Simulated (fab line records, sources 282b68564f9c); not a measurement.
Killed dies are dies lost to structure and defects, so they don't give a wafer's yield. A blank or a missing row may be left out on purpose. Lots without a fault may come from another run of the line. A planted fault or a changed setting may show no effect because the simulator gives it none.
Split-lot experiment | flow rit_cmos | 5 lots, 23 wafers read, on a route of 202 steps

THE SPLIT
At RIT_CONTACT_CVD_00 (deposits SiO2 from TEOS, target thk 400 nm, time 61 s), the setting time_s was moved away from the recipe's 61 s on 7 of the 23 wafers read, by -13.4% to +11.0%. The other wafers ran this setting at the recipe's value.

The file shows no step between the split and the reading.

THE READING
CONTACT_TEOS_THK, in nm, at RIT_CONTACT_THK_MEAS_01. Fault-free wafers of this fab line usually give 397 nm, standard deviation 5.7 nm.

wafer  | tool, chamber at the split | time_s as run, s | against the recipe | CONTACT_TEOS_THK, nm | against lot-mates on the recipe
L074.1 | pecvd-01, 0                | 61               | recipe             | 391                  | -
L074.2 | pecvd-01, 2                | 61               | recipe             | 388                  | -
L074.4 | pecvd-01, 2                | 61               | recipe             | 395                  | -
L074.5 | pecvd-01, 1                | 61               | recipe             | 400                  | -
L074.6 | pecvd-01, 0                | 61               | recipe             | 397                  | -
L078.1 | pecvd-04, 0                | 52.8             | -13.4%             | 335                  | -58
L078.2 | pecvd-04, 2                | 61               | recipe             | 392                  | -
L078.3 | pecvd-04, 1                | 61               | recipe             | 386                  | -
L078.4 | pecvd-04, 0                | 61               | recipe             | 401                  | -
L078.6 | pecvd-04, 1                | 52.8             | -13.4%             | 335                  | -58
L079.2 | pecvd-02, 2                | 61               | recipe             | 395                  | -
L079.3 | pecvd-02, 1                | 67.7             | +11.0%             | 437                  | +37
L079.4 | pecvd-02, 1                | 67.7             | +11.0%             | 443                  | +43
L079.5 | pecvd-02, 0                | 67.7             | +11.0%             | 445                  | +45
L079.6 | pecvd-02, 2                | 61               | recipe             | 405                  | -
L084.1 | pecvd-04, 0                | 61               | recipe             | 401                  | -
L084.4 | pecvd-04, 0                | 61               | recipe             | 399                  | -
L084.5 | pecvd-04, 1                | 61               | recipe             | 392                  | -
L085.2 | pecvd-02, 2                | 61               | recipe             | 397                  | -
L085.3 | pecvd-02, 1                | 61               | recipe             | 396                  | -
L085.4 | pecvd-02, 0                | 56.99            | -6.6%              | 376                  | -23
L085.5 | pecvd-02, 2                | 56.99            | -6.6%              | 377                  | -22
L085.6 | pecvd-02, 1                | 61               | recipe             | 403                  | -

THE FIT
A straight line over all 23 wafers: CONTACT_TEOS_THK changes by +4.2 nm for each +1% of time_s; r = +0.98; the points scatter about the line by 5.5 nm.
The same after taking each lot's own level away (the mean of its wafers on the recipe; 23 wafers): +3.98 nm for each +1%; r = +0.98; scatter 4.6 nm.
On that fit, the largest move of time_s shifts the reading by 53 nm.
The lots' own levels span 393.0 to 400.0 nm, that is 1.2 times the standard deviation above.
So the lot-to-lot level changes the slope little: the two slopes agree.
Check: with one of the wafers moved furthest among these (-13.4%) left out of the fit, the line predicts -52.3 nm for it against its lot-mates. It came out at -58 nm against them.

OTHER SPLITS ON THESE WAFERS
These wafers also went through other splits before the reading. Each is held against what the fit with the lots' levels taken away leaves over:
other split on the same wafers  | wafers away from the commonest value | r with CONTACT_TEOS_THK (lot level and that fit taken away)
RIT_GATE_SOFTBAKE_12 temp_c     | 6                                    | -0.03
RIT_NLDD_IMPLANT_08 energy_kev  | 8                                    | -0.24
RIT_NSD_IMPLANT_08 energy_kev   | 7                                    | +0.31
RIT_PSD_IMPLANT_08 energy_kev   | 10                                   | +0.00
RIT_SILICIDE_SPUTTER_01 power_w | 6                                    | +0.21

THE WHOLE CHAIN: every reading that the file lists as answering this split, in the file's order
step                    | what it does                                                                | reading                                                                        | change (the file's fit)              | r (the file's)
RIT_CONTACT_CVD_00      | deposits SiO2 from TEOS, target thk 400 nm, time 61 s                       | SiO2_of_CONTACT_CVD_00.thk_nm (the simulator's own value, which no gauge read) | +4.02 nm for each +1% of the setting | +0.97
RIT_CONTACT_THK_MEAS_01 |                                                                             | CONTACT_TEOS_THK                                                               | +4.02 for each +1% of the setting    | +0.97
RIT_CONTACT_ETCH_11     | etches SiO2 in CHF3/CF4/Ar, stops on TiSi2, target depth 480 nm, time 320 s | etch.depth_nm (the simulator's own value, which no gauge read)                 | +4.02 nm for each +1% of the setting | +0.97

THE FILE'S OWN FIT
CONTACT_TEOS_THK changes by +4.02 nm for each +1% of time_s, r = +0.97.
